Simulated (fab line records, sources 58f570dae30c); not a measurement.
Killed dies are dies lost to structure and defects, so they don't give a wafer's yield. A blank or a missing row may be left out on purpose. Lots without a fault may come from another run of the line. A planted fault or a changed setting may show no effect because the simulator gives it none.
Which tool did it? | flow berkeley_cmos170 | 13 lots, 39 wafers sampled, at 5 steps of a route of 331

WHAT THE GAUGES READ, wafer by wafer
UCB170_SCREENOX_THK_MEAS_02.
lot  | measured     | on            | SCREENOX_OXIDE_THK (nm)
L274 | day 6 05:34  | film_metro-01 | 13.96 14.12 14.13
L275 | day 6 14:05  | film_metro-01 | 14.15 13.91 13.98
L277 | day 7 01:53  | film_metro-04 | 14.03 14.02 13.86
L278 | day 7 01:53  | film_metro-01 | 13.99 14.17 14.20
L280 | day 7 14:53  | film_metro-03 | 14.33 14.32 14.19
L279 | day 7 14:53  | film_metro-04 | 14.33 14.41 14.44
L281 | day 7 21:13  | film_metro-03 | 14.10 14.21 14.15
L282 | day 7 21:13  | film_metro-01 | 14.09 14.23 14.07
L286 | day 9 00:52  | film_metro-03 | 14.36 14.59 14.18
L292 | day 10 07:35 | film_metro-03 | 14.56 14.39 14.43
L291 | day 10 07:37 | film_metro-01 | 14.70 14.50 14.57
L294 | day 10 15:12 | film_metro-01 | 14.17 14.01 14.25
L296 | day 10 22:56 | film_metro-03 | 14.69 14.91 14.95

UCB170_GATE_OVL_MEAS_13.
lot  | measured     | on         | GATE_OVL (nm)
L274 | day 7 02:50  | overlay-01 | -9 -4 7
L275 | day 7 14:31  | overlay-01 | -6 -11 -11
L277 | day 8 04:46  | overlay-02 | 0 3 -8
L278 | day 8 04:41  | overlay-01 | -3 6 2
L280 | day 8 17:32  | overlay-02 | -15 -3 -2
L279 | day 8 17:16  | overlay-01 | 2 1 4
L281 | day 9 02:39  | overlay-02 | -1 -1 0
L282 | day 9 02:17  | overlay-01 | 4 5 4
L286 | day 10 05:19 | overlay-01 | -7 -4 1
L292 | day 11 08:39 | overlay-02 | 4 3 -2
L291 | day 11 08:34 | overlay-01 | -5 -8 -2
L294 | day 11 13:41 | overlay-02 | 7 7 11
L296 | day 11 22:26 | overlay-02 | -2 -2 -5

WHICH TOOL RAN EACH LOT (tool, then ch and the chambers of the sampled wafers, then the start)
lot  | UCB170_NWELL_ETCH_13              | UCB170_NWELL_STRIP_15               | UCB170_ACTIVE_ETCH_15
L274 | rie_diel-02 ch 2,3, day 2 11:38   | plasma_asher-01 ch 0,1, day 2 11:55 | rie_diel-01 ch 1,2,3, day 5 00:56
L275 | rie_diel-03 ch 0,3, day 3 01:19   | plasma_asher-04 ch 0,1, day 3 01:36 | rie_diel-01 ch 0,1,2, day 5 07:29
L277 | rie_diel-01 ch 0,1,2, day 3 14:03 | plasma_asher-01 ch 0,1, day 3 14:18 | rie_diel-01 ch 1,2,3, day 5 21:37
L278 | rie_diel-03 ch 0,3, day 3 14:07   | plasma_asher-03 ch 0,1, day 3 14:22 | rie_diel-02 ch 0,2,3, day 5 21:50
L280 | rie_diel-01 ch 0,1,3, day 3 21:43 | plasma_asher-04 ch 0,1, day 3 21:58 | rie_diel-04 ch 2,3, day 6 03:56
L279 | rie_diel-02 ch 0,2, day 3 21:55   | plasma_asher-01 ch 0, day 3 22:10   | rie_diel-04 ch 2,3, day 6 04:28
L281 | rie_diel-01 ch 0,1,2, day 4 05:39 | plasma_asher-03 ch 0,1, day 4 05:55 | rie_diel-01 ch 0,1,3, day 6 13:09
L282 | rie_diel-03 ch 0,2,3, day 4 05:56 | plasma_asher-04 ch 0,1, day 4 06:11 | rie_diel-02 ch 0,1,2, day 6 13:01
L286 | rie_diel-03 ch 0,2,3, day 5 05:19 | plasma_asher-03 ch 0,1, day 5 05:34 | rie_diel-02 ch 2,3, day 7 15:22
L292 | rie_diel-01 ch 0,3, day 6 11:27   | plasma_asher-01 ch 0,1, day 6 11:42 | rie_diel-02 ch 0,3, day 8 23:08
L291 | rie_diel-02 ch 0,1,3, day 6 11:35 | plasma_asher-04 ch 0,1, day 6 11:52 | rie_diel-04 ch 1,2, day 8 22:53
L294 | rie_diel-01 ch 0,1, day 6 21:05   | plasma_asher-03 ch 0,1, day 6 21:22 | rie_diel-01 ch 0,1,2, day 9 06:55
L296 | rie_diel-02 ch 0,1,3, day 7 04:32 | plasma_asher-04 ch 0,1, day 7 04:47 | rie_diel-04 ch 0,1,3, day 9 18:13
- UCB170_NWELL_ETCH_13: etches Si3N4 in CH3F/Ar/O2, stops on SiO2, target depth 246.4 nm, time 154 s.
- UCB170_NWELL_STRIP_15: strips in O2.
- UCB170_ACTIVE_ETCH_15: etches Si3N4 in CH3F/Ar/O2, stops on SiO2, target depth 242 nm, time 151 s.

WHAT THE TOOLS THEMSELVES READ (means of the sampled wafers that have a number; where no wafer has one, the mark that the record gives instead)
UCB170_NWELL_ETCH_13.
lot  | tool        | drypump_motor_current_A (A) | oes_product_au (a.u.) | throttle_valve_pct (%)
L274 | rie_diel-02 | 5.1                         | 0.945                 | 8.00
L275 | rie_diel-03 | 5.6                         | 0.946                 | 8.04
L277 | rie_diel-01 | 5.2                         | 0.937                 | 8.22
L278 | rie_diel-03 | 5.6                         | 0.954                 | 8.05
L280 | rie_diel-01 | 5.3                         | 0.926                 | 8.21
L279 | rie_diel-02 | 5.1                         | 0.950                 | 7.86
L281 | rie_diel-01 | 5.2                         | 0.925                 | 8.22
L282 | rie_diel-03 | 5.5                         | 0.943                 | 7.95
L286 | rie_diel-03 | 5.5                         | 0.915                 | 7.95
L292 | rie_diel-01 | 5.3                         | 0.951                 | 8.13
L291 | rie_diel-02 | 5.1                         | 0.938                 | 7.99
L294 | rie_diel-01 | 5.4                         | 0.936                 | 8.27
L296 | rie_diel-02 | 5.1                         | 0.938                 | 7.99

UCB170_NWELL_STRIP_15.
lot  | tool            | drypump_motor_current_A (A) | oes_product_au (a.u.) | strip_time_to_endpoint_s (s)
L274 | plasma_asher-01 | 5.2                         | 0.717                 | 18.10
L275 | plasma_asher-04 | 5.7                         | 0.722                 | 18.06
L277 | plasma_asher-01 | 5.3                         | 0.720                 | 18.00
L278 | plasma_asher-03 | 5.7                         | 0.720                 | 18.10
L280 | plasma_asher-04 | 5.4                         | 0.717                 | 18.11
L279 | plasma_asher-01 | 5.7                         | 0.727                 | 18.01
L281 | plasma_asher-03 | 5.7                         | 0.721                 | 18.08
L282 | plasma_asher-04 | 5.4                         | 0.722                 | 18.00
L286 | plasma_asher-03 | 5.9                         | 0.725                 | 18.56
L292 | plasma_asher-01 | 5.5                         | 0.721                 | 17.84
L291 | plasma_asher-04 | 5.4                         | 0.719                 | 18.07
L294 | plasma_asher-03 | 5.6                         | 0.719                 | 17.96
L296 | plasma_asher-04 | 5.7                         | 0.719                 | 18.17

UCB170_ACTIVE_ETCH_15.
lot  | tool        | drypump_motor_current_A (A) | oes_product_au (a.u.) | throttle_valve_pct (%)
L274 | rie_diel-01 | 5.17                        | 0.929                 | 8.20
L275 | rie_diel-01 | 5.18                        | 0.935                 | 8.21
L277 | rie_diel-01 | 5.19                        | 0.945                 | 8.20
L278 | rie_diel-02 | 5.08                        | 0.949                 | 7.94
L280 | rie_diel-04 | 5.30                        | 0.931                 | 8.06
L279 | rie_diel-04 | 5.31                        | 0.923                 | 8.05
L281 | rie_diel-01 | 5.32                        | 0.947                 | 8.21
L282 | rie_diel-02 | 5.21                        | 0.946                 | 8.03
L286 | rie_diel-02 | 5.25                        | 0.946                 | 8.03
L292 | rie_diel-02 | 4.96                        | 0.936                 | 7.90
L291 | rie_diel-04 | 5.11                        | 0.922                 | 8.10
L294 | rie_diel-01 | 5.19                        | 0.945                 | 8.21
L296 | rie_diel-04 | 5.40                        | 0.941                 | 8.12

THE ANSWER, worked out from the rows above alone
Rule: what is usual is taken from the lots themselves. Put in order of their means at a reading, lots are off if they are a third of the lots or fewer, leave a main group of 4 or more, and stand apart from it by a gap of 3 or more times the standard deviation of the main group's means; of several such gaps the widest counts. A main group whose means are all the same, to the digits that the tables above print for the reading, isn't used. A lot without any number at a reading at which 4 lots or more have one is off too. The other lots that the step has rows for count as sound. The gauges are gone through in route order, then the tools' own readings, and for those a lot's mean is taken as printed above. The first step at which some lot is off is used, and at that step the reading that is off furthest; a lot without a number counts as furthest.
Off: L286, at UCB170_NWELL_STRIP_15 (strip_time_to_endpoint_s). The main group: mean 18.04 s, standard deviation 0.083.
A tool fits if, at that step or a process step before it, it ran every lot that is off, and no sound lot after the first of them. One fits: rie_diel-03 at UCB170_NWELL_ETCH_13. Its last sound lot is L282 (day 4 05:56), its first lot that is off L286 (day 5 05:19): a fault that began between those two fits.

WHAT THE SIMULATOR HAD PUT IN
Process parameter drift: rie_diel-03, from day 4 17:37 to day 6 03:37, at UCB170_NWELL_ETCH_13. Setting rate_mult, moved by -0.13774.
Lots struck among those shown: L286. The rule above found the same.
